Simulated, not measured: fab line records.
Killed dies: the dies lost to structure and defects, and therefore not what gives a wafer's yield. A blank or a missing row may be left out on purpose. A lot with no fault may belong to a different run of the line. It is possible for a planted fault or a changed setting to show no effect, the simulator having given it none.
A lot that was struck, set against a sound lot | flow berkeley_cmos170 | 43 steps out of a route of 331
Sound: these wafers, L217.1, L217.3, L217.5. The struck wafers were L230.1, L230.3, L230.6. The cause comes at the end.
Order at every step that has rows: each side's tool, ch and its chambers, its first start. Under that, the readings that differ: sound wafers | struck wafers | difference of the means | sigmas: that difference in standard deviations of wafers without a fault.
alike: a reading whose means differ by less than 2 such deviations, as well as words and numbers matching on both sides. not compared: withheld readings; readings where some wafer has no value; bounds like >300 that might hide an equal value; numbers whose values overlap and for which the record gives no deviation.
The two part at a step that has a row with sigmas, a row that says differs or no value, or rows on one side only. Numbers that don't overlap but have no deviation are shown without sigmas and don't part them. A reading that every wafer of one side lacks parts them only if that side has two wafers or more.

first, 4 steps without rows for these wafers: UCB170_PWELL_WET_ETCH_19 (etches Si3N4 in H3PO4, time 14400 s); UCB170_PWELL_WET_ETCH_20 (etches SiO2 in BOE, time 22 s); UCB170_WELLDRIVE_CLEAN_00 (cleans in SPM, time 600 s); UCB170_WELLDRIVE_OXIDATION_01 (target thk 199 nm, ox time 9000 s).
UCB170_WELLDRIVE_THK_MEAS_02:
  sound on film_metro-01 at day 5 08:05; struck on film_metro-01 at day 8 01:23
  alike: WELLDRIVE_OXIDE_THK
then, 5 steps without rows for these wafers: UCB170_WELLDRIVE_ANNEAL_03 (time 900 s); UCB170_WELLDRIVE_WET_ETCH_04 (etches SiO2 in BOE, time 120 s); UCB170_ACTIVE_CLEAN_00 (cleans in SPM, time 600 s); UCB170_ACTIVE_CLEAN_01 (cleans in dHF, time 60 s); UCB170_ACTIVE_OXIDATION_02 (target thk 26.4 nm, ox time 1260 s).
UCB170_ACTIVE_THK_MEAS_03:
  sound on film_metro-03 at day 5 20:57; struck on film_metro-02 at day 8 13:20
  alike: ACTIVE_OXIDE_THK
then, 1 step without rows for these wafers: UCB170_ACTIVE_ANNEAL_04 (time 900 s).
UCB170_ACTIVE_CVD_05: deposits Si3N4 from SiH2Cl2/NH3, target thk 220 nm, time 3300 s.
  sound on lpcvd-02 ch 1, day 6 06:07; struck on lpcvd-02 ch 0, day 8 18:48
  reading               | sound             | struck            | difference | sigmas
  spike_tc_centre_C (C) | 802.6 802.8 803.2 | 800.9 799.1 800.0 | -2.9       | -2
UCB170_ACTIVE_THK_MEAS_06:
  sound on film_metro-03 at day 6 08:02; struck on film_metro-01 at day 8 20:43
  alike: ACTIVE_NITRIDE_THK
then, 6 steps without rows for these wafers: UCB170_ACTIVE_HMDS_07 (prime time 60 s); UCB170_ACTIVE_COAT_08 (resist thk 900 nm); UCB170_ACTIVE_SOFTBAKE_09 (time 60 s); UCB170_ACTIVE_EXPOSE_10 (exposes mask ACTIVE, target cd 1200 nm); UCB170_ACTIVE_PEB_11; UCB170_ACTIVE_DEVELOP_12 (develop time 47.07 s).
UCB170_ACTIVE_CD_MEAS_13: target cd 1200 nm.
  sound on cd_sem-02 at day 6 09:18; struck on cd_sem-02 at day 8 22:15
  reading    | sound                | struck               | difference | sigmas
  cd_nm (nm) | 1202.1 1202.1 1202.7 | 1197.4 1196.0 1196.4 | -5.7       | -4
UCB170_ACTIVE_OVL_MEAS_14:
  sound on overlay-02 at day 6 09:25; struck on overlay-01 at day 8 22:22
  reading         | sound    | struck  | difference | sigmas
  ACTIVE_OVL (nm) | -5 -5 -2 | 10 16 0 | +13        | +2
UCB170_ACTIVE_ETCH_15: etches Si3N4 in CH3F/Ar/O2, stops on SiO2, target depth 242 nm, time 151 s.
  sound on rie_diel-01 ch 1,3, day 6 09:28; struck on rie_diel-01 ch 1,2,3, day 8 22:24
  alike: drypump_motor_current_A, oes_product_au, throttle_valve_pct
  not compared: rf_hours_counter_h
UCB170_ACTIVE_STRIP_16: strips in O2.
  sound on plasma_asher-01 ch 1, day 6 09:34; struck on plasma_asher-01 ch 0,1, day 8 22:30
  alike: drypump_motor_current_A, oes_product_au, strip_time_to_endpoint_s
  not compared: rf_hours_counter_h
UCB170_ACTIVE_CD_MEAS_90: target cd 1200 nm.
  sound on cd_sem-02 at day 6 09:40; struck on cd_sem-02 at day 8 22:36
  reading    | sound                | struck               | difference | sigmas
  cd_nm (nm) | 1202.2 1201.6 1202.4 | 1196.9 1196.3 1197.0 | -5.3       | -4
then, 7 steps without rows for these wafers: UCB170_ACTIVE_CLEAN_17 (cleans in SPM, time 600 s); UCB170_PFIELD_HMDS_00 (prime time 60 s); UCB170_PFIELD_COAT_01 (resist thk 900 nm); UCB170_PFIELD_SOFTBAKE_02 (time 60 s); UCB170_PFIELD_EXPOSE_03 (exposes mask PFIELD, target cd 1500 nm); UCB170_PFIELD_PEB_04; UCB170_PFIELD_DEVELOP_05 (develop time 45 s).
UCB170_PFIELD_OVL_MEAS_06:
  sound on overlay-01 at day 6 13:31; struck on overlay-01 at day 8 23:56
  alike: PFIELD_OVL
then, 1 step without rows for these wafers: UCB170_PFIELD_IMPLANT_07.
UCB170_PFIELD_STRIP_08: strips in O2.
  sound on plasma_asher-04 ch 0,1, day 6 13:42; struck on plasma_asher-04 ch 0,1, day 9 00:08
  alike: drypump_motor_current_A, oes_product_au, strip_time_to_endpoint_s
  not compared: rf_hours_counter_h
UCB170_PFIELD_TW_MEAS_09:
  sound on film_metro-02 at day 6 13:48; struck on film_metro-04 at day 9 00:14
  alike: PFIELD_TW
then, 2 steps without rows for these wafers: UCB170_FIELD_CLEAN_00 (cleans in dHF, time 7.5 s); UCB170_FIELD_OXIDATION_01 (target thk 558.3 nm, ox time 7200 s).
UCB170_FIELD_THK_MEAS_02:
  sound on film_metro-04 at day 6 17:19; struck on film_metro-01 at day 9 08:10
  alike: FIELD_OXIDE_THK
then, 3 steps without rows for these wafers: UCB170_FIELD_ANNEAL_03 (time 1200 s); UCB170_FIELD_WET_ETCH_04 (etches SiO2 in dHF, time 60 s); UCB170_FIELD_WET_ETCH_05 (etches Si3N4 in H3PO4, time 12600 s).
-- the record jumps here: 3 days lie between the struck wafers' starts before and after (it left off in module FIELD and takes up again in module M3, whose first step shown is number 331 of the route) --
UCB170_M3_PROBE_99:
  rows exist in the record for the struck wafers here (prober-02, day 12 15:44), but not for the sound ones

## WHERE THEY PART
Earliest at UCB170_ACTIVE_CVD_05; latest, in this record, at UCB170_M3_PROBE_99.

WHY: what the simulator had put in
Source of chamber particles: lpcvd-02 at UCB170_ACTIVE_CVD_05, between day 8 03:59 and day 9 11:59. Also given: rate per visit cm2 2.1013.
